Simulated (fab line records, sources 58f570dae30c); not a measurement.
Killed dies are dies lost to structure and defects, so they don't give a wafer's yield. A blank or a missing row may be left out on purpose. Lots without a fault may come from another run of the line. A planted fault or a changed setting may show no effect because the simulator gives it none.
One fault seen from 2 desks | flow berkeley_cmos170 | each desk has only its own numbers; what lay behind them comes last

THE METROLOGY DESK
What the gauges read, lot by lot, whatever tool the lot ran on: means of the sampled wafers that have a number. A lot is out of limits, marked OUT, if its mean lies more than 4 standard deviations from the usual mean; the brackets give that distance.
Columns: A = START_OXIDE_THK at UCB170_START_THK_MEAS_03, usual 19.8 nm; B = FIELD_OXIDE_THK at UCB170_FIELD_THK_MEAS_02, usual 555 nm; C = FIELD_OXIDE_LEFT_1_THK at UCB170_FIELD_THK_MEAS_90, usual 438 nm; D = FIELD_OXIDE_LEFT_2_THK at UCB170_FIELD_THK_MEAS_91, usual 350 nm
lot  | first seen here | A    | B   | C   | D
L772 | day 1 16:10     | 19.9 | 552 | 436 | 348
L773 | day 1 20:43     | 19.8 | 546 | 428 | 339
L774 | day 2 01:17     | 20.0 | 549 | 432 | 344
L775 | day 2 07:04     | 19.7 | 568 | 452 | 365
L782 | day 3 16:35     | 19.7 | 584 | 467 | 378
L783 | day 3 23:52     | 19.7 | 585 | 466 | 378
L784 | day 3 23:52     | 19.8 | 578 | 461 | 373
L785 | day 4 06:58     | 20.0 | 534 | 416 | 329
L786 | day 4 14:24     | 19.6 | 555 | 437 | 348
L787 | day 4 19:25     | 19.4 | 552 | 434 | 345
L788 | day 5 00:51     | 19.3 | 556 | 438 | 349
L789 | day 5 00:52     | 19.4 | 552 | 434 | 346
L790 | day 5 09:01     | 20.0 | 542 | 424 | 334
This desk's finding: nothing out of limits on any of the 13 lots.

THE TOOL OWNER'S DESK: furnace-04
The tool's own readings at UCB170_FIELD_OXIDATION_01 (target thk 558.3 nm, ox time 7200 s): means of the sampled wafers that have a number, for each lot that ran on this tool. A lot is out of limits, marked OUT, if its mean lies more than 4 standard deviations from the usual mean; the brackets give that distance.
Columns: A = spike_tc_centre_C at UCB170_FIELD_OXIDATION_01, usual 1002.5 C; B = spike_tc_load_C at UCB170_FIELD_OXIDATION_01, usual 1026.2 C; C = spike_tc_source_C at UCB170_FIELD_OXIDATION_01, usual 1023.4 C; D = tube_center_temp_C at UCB170_FIELD_OXIDATION_01, usual 1000 C; E = tube_center_temp_C_max at UCB170_FIELD_OXIDATION_01, usual 1002.5; F = zone_power_centre_pct at UCB170_FIELD_OXIDATION_01, usual 50.3 %; G = zone_power_source_pct at UCB170_FIELD_OXIDATION_01, usual 32 %
lot  | first seen here | A                 | B                 | C                 | D              | E                | F    | G
L774 | day 5 13:46     | 1002.2            | 1026.7            | 1023.8            | 1000           | 1002.9           | 50.6 | 34
L775 | day 5 13:46     | 1001.4            | 1026.4            | 1024.2            | 1000           | 1002.0           | 50.0 | 33
L782 | day 6 21:21     | 1010.8 (+8.3) OUT | 1034.0 (+7.8) OUT | 1031.9 (+5.6) OUT | 1008 (+87) OUT | 1010.7 (+19) OUT | 50.7 | 34
L783 | day 6 21:21     | 1009.5 (+7.0) OUT | 1035.6 (+9.4) OUT | 1030.9 (+5.0) OUT | 1008 (+87) OUT | 1010.4 (+18) OUT | 50.4 | 34
L784 | day 6 21:21     | 1010.8 (+8.3) OUT | 1034.0 (+7.8) OUT | 1031.5 (+5.4) OUT | 1008 (+87) OUT | 1010.7 (+19) OUT | 50.4 | 34
This desk's finding: out of limits on L782, L783, L784; first on L782, day 6 21:21 (spike_tc_centre_C at UCB170_FIELD_OXIDATION_01). In limits: L774, L775.

PUT TOGETHER
The tool owner's desk could have raised an alarm at day 6 21:21, on L782, L783, L784.
The metrology desk saw nothing out of limits.
The metrology desk has L782, L783, L784 on record, within its limits.
Of the lots named, all ran UCB170_FIELD_OXIDATION_01 on furnace-04.

WHAT THE SIMULATOR HAD PUT IN
Process parameter drift: furnace-04, from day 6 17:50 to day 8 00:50, at UCB170_FIELD_OXIDATION_01. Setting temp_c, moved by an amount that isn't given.
Lots struck among those shown: L782, L783, L784.
Hours from the fault's start to each desk's first reading out of limits: the tool owner's desk, 4.
